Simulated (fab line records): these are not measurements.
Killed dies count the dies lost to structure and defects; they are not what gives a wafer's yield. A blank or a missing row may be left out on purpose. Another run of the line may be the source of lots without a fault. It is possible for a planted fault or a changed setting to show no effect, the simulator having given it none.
The same fault as seen by 2 desks + flow ritCmos + what lay behind the numbers comes last; until then each desk has only its own

TOOL OWNER'S DESK, lithoTrack-01
The tool's own readings at RIT_ACTIVE_COAT_06 (resist thk 1000 nm): means of the sampled wafers that have a number, for each lot that ran on this tool. Any lot whose mean is over 4 standard deviations away from the usual mean is out of limits and marked OUT; that distance is given in the brackets.
Columns: A = spinSpeedRpm at RIT_ACTIVE_COAT_06, usual 3250.2 rpm
| lot  | first seen here | A                        |
|------|-----------------|--------------------------|
| L136 | day 1 13:54     | 3246.9                   |
| L139 | day 2 05:18     | 3250.8                   |
| L140 | day 2 10:54     | 3249.4                   |
| L141 | day 2 17:54     | 3474.5 (+99 or more) OUT |
| L142 | day 2 20:54     | 3471.7 (+99 or more) OUT |
| L144 | day 3 07:37     | 3472.9 (+99 or more) OUT |
This desk's verdict: out of limits on L141, L142, L144, starting with L141 at day 2 17:54 (spinSpeedRpm at RIT_ACTIVE_COAT_06). L136, L139, L140 stayed within limits.

AT THE METROLOGY DESK
What the gauges read, lot by lot, whatever tool the lot ran on: means of the sampled wafers that have a number. Any lot whose mean is over 4 standard deviations away from the usual mean is out of limits and marked OUT; that distance is given in the brackets.
Columns: A = INCOMING_BOW at RIT_ACTIVE_BOW_MEAS_00, usual 0 um; B = ACTIVE_OXIDE_THK at RIT_ACTIVE_THK_MEAS_02, usual 47.0 nm; C = NWELL_OVL at RIT_NWELL_OVL_MEAS_06, usual 0.6 nm
| lot  | first seen here | A   | B    | C    |
|------|-----------------|-----|------|------|
| L136 | day 1 10:04     | -10 | 47.6 | -0.4 |
| L138 | day 1 20:00     | 1   | 48.8 | -1.6 |
| L139 | day 2 01:01     | 0   | 47.6 | 1.6  |
| L140 | day 2 06:01     | 1   | 46.2 | 1.2  |
| L141 | day 2 11:00     | -1  | 47.2 | 0.2  |
| L142 | day 2 16:00     | -2  | 46.2 | 3.2  |
| L144 | day 3 02:00     | -5  | 47.3 | 0.8  |
| L147 | day 3 17:00     | 0   | 48.6 | 0.4  |
| L149 | day 4 03:01     | 3   | 47.3 | -0.5 |
| L150 | day 4 08:00     | -1  | 47.7 | -3.0 |
| L152 | day 4 18:00     | 1   | 47.2 | 0.8  |
| L154 | day 5 04:01     | -3  | 45.1 | -0.4 |
| L155 | day 5 09:00     | -1  | 46.4 | 1.2  |
| L157 | day 5 19:00     | 6   | 45.5 | 2.2  |
| L159 | day 6 05:01     | 0   | 46.3 | -0.2 |
Result from this desk: across the 15 lots, nothing is out of limits.

BROUGHT TOGETHER
At day 2 17:54, on L141, L142, L144, the tool owner's desk was in a position to raise an alarm.
Metrology desk: nothing out of limits seen.
The metrology desk holds a record of L141, L142, L144, inside its limits.
The lots listed all ran RIT_ACTIVE_COAT_06 on lithoTrack-01.

WHAT THE SIMULATOR HAD INSERTED
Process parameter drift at RIT_ACTIVE_COAT_06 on lithoTrack-01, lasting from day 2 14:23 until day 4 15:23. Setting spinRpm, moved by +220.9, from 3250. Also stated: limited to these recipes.
Lots struck among those shown: L141, L142, L144.
How many hours passed from the start of the fault until each desk's first out-of-limits reading: the tool owner's desk, 4.
